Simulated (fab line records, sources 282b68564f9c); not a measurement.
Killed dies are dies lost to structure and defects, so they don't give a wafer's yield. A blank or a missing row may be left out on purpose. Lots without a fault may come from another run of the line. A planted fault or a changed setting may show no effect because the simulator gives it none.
fab line records | flow rit_cmos
record lots=5 wafers=15 last_day=7
route steps=202 shown PLDD@122 SPACER@125 NSD@131 PSD@142 SDANNEAL@153
lots that met no fault: from a run of the same line without faults
start_h: hours from the record's first day to the start of the lot's first wafer shown | wait_h: hours since the lot's step before | " the same as in the row above | L1.1+2: a row that stands for several wafers | - no value, or no start given | * or withheld: withheld | < > ~ a bound
route shown NAME@n: a module of which the file shows steps, and the number in the route of the first | usual: mean/standard deviation of fault-free wafers | same: alike in all rows | chamber/n: place in a boat | sites: the reading at each site | _std_site: their standard deviation | _edge_site: outer sites' mean less inner sites' | radius_mm: how far each site lies from the wafer's centre | mask NAME#n: copy n | behind: the tool/chamber that last shaped the wafer | hold: why the lot was held/for how many hours/how that ended | device: the transistor (n, p or np) that didn't switch | end of line: the same wafers' tests at the end of the route | a step without rows: its recipe alone | killed: dies lost to structure and defects at the first sort, not the wafer's yield | map: a wafer's dies, x killed, . not, _ none there
set.NAME: the setting as run; set.NAME@STEP: as run at that earlier step | model.NAME: the simulator's own value behind a step, which no gauge read
lots at some steps of the route; a table a step, a row a wafer
services: from which hour (start_h, from the record's first day; less than 0 if before it) a tool's chamber was out of use, for how many hours, and why
## steps
# step RIT_PLDD_IMPLANT_08
# recipe species=BF2 energy_kev=20 dose_cm2=9e+14 tilt_deg=7
# step RIT_PLDD_STRIP_09
# recipe chemistry=O2 time_s=180 resist=NOVOLAK platen_temp_c=withheld power_w=500 pressure_mtorr=4000 o2_flow_sccm=4000
# usual drypump_motor_current_A=5.4/0.3 rf_refl_power_W=6.0/0.34
# columns lot.wafer tool chamber start_h wait_h drypump_motor_current_A rf_hours_counter_h rf_refl_power_W
L243.3 plasma_asher-04 1 44.86 0.1 5.2 - 5.5
L243.4 " 0 " " 5.5 - 6.0
L243.6 " 0 " " 5.5 - 6.2
L249.1 plasma_asher-04 1 73.36 0.1 5.2 27 5.7
L249.3 " 0 " " 5.5 - 6.0
L249.5 " 0 " " 5.5 - 6.0
L260.4 plasma_asher-03 1 128.21 0.1 5.1 - 6.5
L260.5 " 1 " " 5.1 - 6.6
L260.6 " 0 " " 5.4 - 6.2
L264.1 plasma_asher-03 1 147.51 0.1 5.1 53 6.5
L264.5 " 0 " " 5.4 - 6.4
L264.6 " 1 " " 5.1 - 6.7
L265.2 plasma_asher-02 1 152.84 0.1 5.5 50 5.5
L265.4 " 1 " " 5.5 - 5.7
L265.6 " 0 " " 6.1 - 5.9
# step RIT_PLDD_TW_MEAS_10
# usual PLDD_TW=2343/18
# columns lot.wafer tool chamber start_h wait_h PLDD_TW
L243.3 film_metro-04 - 45.00 0.1 2351
L243.4 " - " " 2358
L243.6 " - " " 2367
L249.1 film_metro-01 - 73.54 0.1 2355
L249.3 " - " " 2359
L249.5 " - " " 2351
L260.4 film_metro-03 - 128.35 0.1 2334
L260.5 " - " " 2321
L260.6 " - " " 2332
L264.1 film_metro-03 - 147.69 0.1 2324
L264.5 " - " " 2323
L264.6 " - " " 2330
L265.2 film_metro-04 - 153.02 0.1 2346
L265.4 " - " " 2355
L265.6 " - " " 2347
# step RIT_SPACER_CLEAN_00
# recipe chemistry=SC1 mix=3:3:50 time_s=600 temp_c=75
# step RIT_SPACER_CLEAN_01
# recipe chemistry=dHF dilution=50:1 time_s=30
# step RIT_SPACER_CLEAN_02
# recipe chemistry=SC2 mix=3:3:50 time_s=600 temp_c=75 dry=n2_spin
# step RIT_SPACER_CVD_03
# recipe material=Si3N4 target_thk_nm=250 temp_c=810 precursor=SiH2Cl2/NH3 time_s=3300 pressure_mtorr=300 sih2cl2_flow_sccm=60 nh3_flow_sccm=150
# step RIT_SPACER_THK_MEAS_04
# recipe reads=Si3N4_of_SPACER_CVD_03
# usual SPACER_NITRIDE_THK=251.0/2.1
# columns lot.wafer tool chamber start_h wait_h SPACER_NITRIDE_THK[nm]
L243.3 film_metro-01 - 47.41 0.0 252.9
L243.4 " - " " 251.2
L243.6 " - " " 252.3
L249.1 film_metro-04 - 75.93 0.0 255.4
L249.3 " - " " 252.6
L249.5 " - " " 255.5
L260.4 film_metro-01 - 131.06 0.0 248.0
L260.5 " - " " 248.9
L260.6 " - " " 250.3
L264.1 film_metro-02 - 150.03 0.0 252.1
L264.5 " - " " 250.8
L264.6 " - " " 249.9
L265.2 film_metro-04 - 155.37 0.0 252.0
L265.4 " - " " 249.5
L265.6 " - " " 251.1
# step RIT_SPACER_ETCHBACK_05
# recipe target_depth_a=2500 SF6_flow_sccm=30 CHF3_flow_sccm=30 target=Si3N4 chemistry=SF6/CHF3 pressure_mtorr=40 rf_w=250 time_s=240 stop_on=SiO2
# usual CHF3_flow_sccm=29.98/0.091 drypump_motor_current_A=5.9/0.54 oes_product_au=0.850/0.011 throttle_valve_pct=10.27/0.14
# columns lot.wafer tool chamber start_h wait_h CHF3_flow_sccm drypump_motor_current_A oes_product_au rf_hours_counter_h throttle_valve_pct
L243.3 rie_diel-01 1 47.45 0.0 29.96 6.6 0.855 5 10.44
L243.4 " 0 " " 29.92 5.1 0.847 10 10.21
L243.6 " 3 " " 29.87 6.6 0.835 - 10.22
L249.1 rie_diel-01 0 75.99 0.1 30.03 5.1 0.863 11 10.23
L249.3 " 1 " " 30.12 6.6 0.860 6 10.41
L249.5 " 1 " " 29.98 6.6 0.866 - 10.43
L260.4 rie_diel-01 2 131.09 0.0 29.97 5.2 0.839 60 10.47
L260.5 " 3 " " 30.05 6.7 0.849 - 10.23
L260.6 " 2 " " 30.12 5.2 0.848 - 10.44
L264.1 rie_diel-01 1 150.09 0.1 30.02 6.6 0.861 7 10.44
L264.5 " 0 " " 30.09 5.1 0.848 - 10.24
L264.6 " 1 " " 29.96 6.6 0.848 - 10.43
L265.2 rie_diel-04 1 155.42 0.0 30.00 5.5 0.850 0 10.27
L265.4 " 3 " " 29.85 5.4 0.855 68 10.20
L265.6 " 3 " " 29.93 5.4 0.858 - 10.22
# step RIT_NSD_HMDS_00
# recipe prime_time_s=60 prime_temp_c=140
# step RIT_NSD_COAT_01
# recipe resist=NOVOLAK spin_rpm=3250 resist_thk_nm=1000
# step RIT_NSD_SOFTBAKE_02
# recipe resist=NOVOLAK temp_c=90 time_s=60
# step RIT_NSD_EXPOSE_03
# recipe mask_id=M9 na=0.57 target_cd_nm=40700 dose_mj=250
# columns lot.wafer tool chamber start_h wait_h mask
L243.3+4+6 iline_stepper-02 0 52.44 4.5 M9#0
L249.1+3+5 iline_stepper-02 0 76.85 0.3 M10#0
L260.4+5+6 iline_stepper-02 0 131.75 0.1 M9#0
L264.1+5+6 iline_stepper-01 0 150.82 0.2 M9#0
L265.2+4+6 iline_stepper-02 0 156.47 0.2 M9#0
# step RIT_NSD_PEB_04
# recipe resist=NOVOLAK temp_c=withheld time_s=withheld
# step RIT_NSD_DEVELOP_05
# recipe resist=NOVOLAK develop_time_s=50 dev_temp_c=23
# step RIT_NSD_OVL_MEAS_06
# usual NSD_OVL=-1.2/1.2
# columns lot.wafer tool chamber start_h wait_h NSD_OVL[nm]
L243.3 overlay-02 - 52.81 - -1.2
L243.4 " - " " -0.2
L243.6 " - " " -2.0
L249.1 overlay-02 - 77.25 - -
L249.3 " - " " -
L249.5 " - " " -
L260.4 overlay-02 - 132.11 - -3.1
L260.5 " - " " -0.4
L260.6 " - " " -3.4
L264.1 overlay-01 - 151.22 - -0.1
L264.5 " - " " 2.3
L264.6 " - " " 1.0
L265.2 overlay-02 - 157.00 - -2.5
L265.4 " - " " -1.1
L265.6 " - " " 0.3
# step RIT_NSD_HARDBAKE_07
# recipe resist=NOVOLAK temp_c=140 time_s=60
# step RIT_NSD_IMPLANT_08
# recipe species=P energy_kev=25 dose_cm2=1e+15 tilt_deg=7
# step RIT_NSD_STRIP_09
# recipe chemistry=O2 time_s=180 resist=NOVOLAK platen_temp_c=withheld power_w=500 pressure_mtorr=4000 o2_flow_sccm=4000
# usual drypump_motor_current_A=5.7/0.34 rf_refl_power_W=6.1/0.49
# columns lot.wafer tool chamber start_h wait_h drypump_motor_current_A rf_hours_counter_h rf_refl_power_W
L243.3 plasma_asher-01 0 53.19 0.1 5.5 - 6.8
L243.4 " 1 " " 6.2 - 6.6
L243.6 " 0 " " 5.5 - 6.8
L249.1 plasma_asher-01 0 77.58 0.1 5.5 44 7.1
L249.3 " 0 " " 5.5 - 7.2
L249.5 " 1 " " 6.3 - 6.6
L260.4 plasma_asher-02 0 132.49 0.1 6.1 - 6.0
L260.5 " 0 " " 6.0 - 5.8
L260.6 " 1 " " 5.5 - 6.0
L264.1 plasma_asher-02 1 151.55 0.1 5.5 50 5.5
L264.5 " 1 " " 5.5 - 5.7
L264.6 " 0 " " 6.1 - 5.8
L265.2 plasma_asher-02 1 157.33 0.1 5.5 51 5.9
L265.4 " 1 " " 5.5 - 5.6
L265.6 " 0 " " 6.1 - 6.1
# step RIT_NSD_TW_MEAS_10
# usual NSD_TW=3118/17
# columns lot.wafer tool chamber start_h wait_h NSD_TW
L243.3 film_metro-04 - 53.33 0.1 3137
L243.4 " - " " 3135
L243.6 " - " " 3132
L249.1 film_metro-04 - 77.76 0.1 30
L249.3 " - " " 30
L249.5 " - " " 30
L260.4 film_metro-04 - 132.63 0.1 3118
L260.5 " - " " 3128
L260.6 " - " " 3132
L264.1 film_metro-04 - 151.73 0.1 3124
L264.5 " - " " 3118
L264.6 " - " " 3118
L265.2 film_metro-03 - 157.51 0.1 3110
L265.4 " - " " 3100
L265.6 " - " " 3096
# step RIT_PSD_HMDS_00
# recipe prime_time_s=60 prime_temp_c=140
# step RIT_PSD_COAT_01
# recipe resist=NOVOLAK spin_rpm=3250 resist_thk_nm=1000
# step RIT_PSD_SOFTBAKE_02
# recipe resist=NOVOLAK temp_c=90 time_s=60
# step RIT_PSD_EXPOSE_03
# recipe mask_id=M10 na=0.57 target_cd_nm=40900 dose_mj=250
# step RIT_PSD_PEB_04
# recipe resist=NOVOLAK temp_c=withheld time_s=withheld
# step RIT_PSD_DEVELOP_05
# recipe resist=NOVOLAK develop_time_s=50 dev_temp_c=23
# step RIT_PSD_OVL_MEAS_06
# usual PSD_OVL=-0.3/1.2
# columns lot.wafer tool chamber start_h wait_h PSD_OVL[nm]
L243.3 overlay-01 - 54.23 - 0.9
L243.4 " - " " 0.0
L243.6 " - " " 2.2
L249.1 overlay-01 - 78.67 - -1.7
L249.3 " - " " -1.0
L249.5 " - " " -2.0
L260.4 overlay-02 - 133.53 - 1.2
L260.5 " - " " -0.6
L260.6 " - " " -1.6
L264.1 overlay-02 - 152.76 - -0.8
L264.5 " - " " -0.6
L264.6 " - " " -0.7
L265.2 overlay-01 - 158.42 - -0.6
L265.4 " - " " -0.7
L265.6 " - " " -1.2
# step RIT_PSD_HARDBAKE_07
# recipe resist=NOVOLAK temp_c=140 time_s=60
# step RIT_PSD_IMPLANT_08
# recipe species=BF2 energy_kev=27 dose_cm2=5e+15 tilt_deg=7
# step RIT_PSD_STRIP_09
# recipe chemistry=O2 time_s=180 resist=NOVOLAK platen_temp_c=withheld power_w=500 pressure_mtorr=4000 o2_flow_sccm=4000
# usual drypump_motor_current_A=5.7/0.4 rf_refl_power_W=6.4/0.46
# columns lot.wafer tool chamber start_h wait_h drypump_motor_current_A rf_hours_counter_h rf_refl_power_W
L243.3 plasma_asher-02 1 54.76 0.2 5.5 - 5.6
L243.4 " 0 " " 6.1 - 5.8
L243.6 " 0 " " 6.1 - 5.7
L249.1 plasma_asher-03 0 79.00 0.1 5.4 45 6.6
L249.3 " 0 " " 5.4 - 6.6
L249.5 " 0 " " 5.4 - 6.1
L260.4 plasma_asher-01 1 133.91 0.1 6.2 - 6.9
L260.5 " 1 " " 6.2 - 6.5
L260.6 " 0 " " 5.5 - 7.0
L264.1 plasma_asher-03 1 153.10 0.1 5.1 53 6.7
L264.5 " 1 " " 5.1 - 6.4
L264.6 " 0 " " 5.4 - 6.3
L265.2 plasma_asher-03 0 158.75 0.1 5.4 54 6.4
L265.4 " 0 " " 5.4 - 6.5
L265.6 " 0 " " 5.4 - 6.6
# step RIT_PSD_TW_MEAS_10
# usual PSD_TW=3429/20
# columns lot.wafer tool chamber start_h wait_h PSD_TW
L243.3 film_metro-03 - 54.90 0.1 3423
L243.4 " - " " 3406
L243.6 " - " " 3418
L249.1 film_metro-01 - 79.18 0.1 3635
L249.3 " - " " 3618
L249.5 " - " " 3643
L260.4 film_metro-04 - 134.05 0.1 3427
L260.5 " - " " 3429
L260.6 " - " " 3426
L264.1 film_metro-01 - 153.27 0.1 3434
L264.5 " - " " 3424
L264.6 " - " " 3408
L265.2 film_metro-03 - 158.94 0.1 3407
L265.4 " - " " 3414
L265.6 " - " " 3413
# step RIT_SDANNEAL_CLEAN_00
# recipe chemistry=SC1 mix=3:3:50 time_s=600 temp_c=75
## services
# columns tool chamber start_h hours kind
plasma_asher-04 - 30.02 10.5 repair
rie_diel-04 - 38.62 1.4 repair
iline_stepper-01 0 42.21 - calibration
iline_stepper-01 - 45.80 2.1 pm
plasma_asher-01 - 48.14 0.6 repair
iline_stepper-01 - 48.14 11.8 repair
rie_diel-01 3 50.59 8.4 repair
rie_diel-01 3 59.00 - clean
rie_diel-01 3 59.00 19.1 scheduled_down
rie_diel-01 3 59.00 19.1 vent_cycle
rie_diel-04 2 75.73 3.9 repair
rie_diel-04 - 85.46 1.3 repair
rie_diel-04 3 100.90 8.7 repair
plasma_asher-01 - 108.75 9.0 pm
plasma_asher-01 0 108.75 9.0 vent_cycle
plasma_asher-01 1 108.75 9.0 vent_cycle
iline_stepper-02 - 110.06 4.4 repair
plasma_asher-01 - 111.80 4.2 repair
plasma_asher-01 0 117.75 - clean
plasma_asher-01 1 117.75 - clean
iline_stepper-01 - 123.65 1.7 pm
iline_stepper-01 - 126.06 9.4 repair
rie_diel-04 - 131.15 0.5 repair
rie_diel-01 2 134.59 16.3 repair
## key
first_sign step=RIT_NSD_EXPOSE_03 reading=mask direction=changed
effect step=RIT_NSD_OVL_MEAS_06 reading=NSD_OVL direction=missing
effect step=RIT_NSD_TW_MEAS_10 reading=NSD_TW direction=down sigmas=99+ usual=3118 struck=30
effect step=RIT_PSD_TW_MEAS_10 reading=PSD_TW direction=up sigmas=10 usual=3429 struck=3632
met_at RIT_NSD_EXPOSE_03
struck_wafers L249.1,L249.3,L249.5
sort_left_out L249.1,L249.3,L249.5
tester_left_out L249
onset_between 52.44 76.85
fault kind=wrong_mask tool=any chamber=- onset_h=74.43 steps=RIT_NSD_EXPOSE_03 aux_copy=M10#0 scope=struck_lots_only
# tester_left_out: of these lots the tester's yield and bins aren't shown, on N5 and GAA mostly nor the transistor test; their killed dies are dies lost to structure and defects alone, not to doping, threshold or leakage, so they don't give the yield
# sort_left_out: the simulated sort isn't trusted on such a fault, so these wafers' sort isn't shown, and their yield isn't known
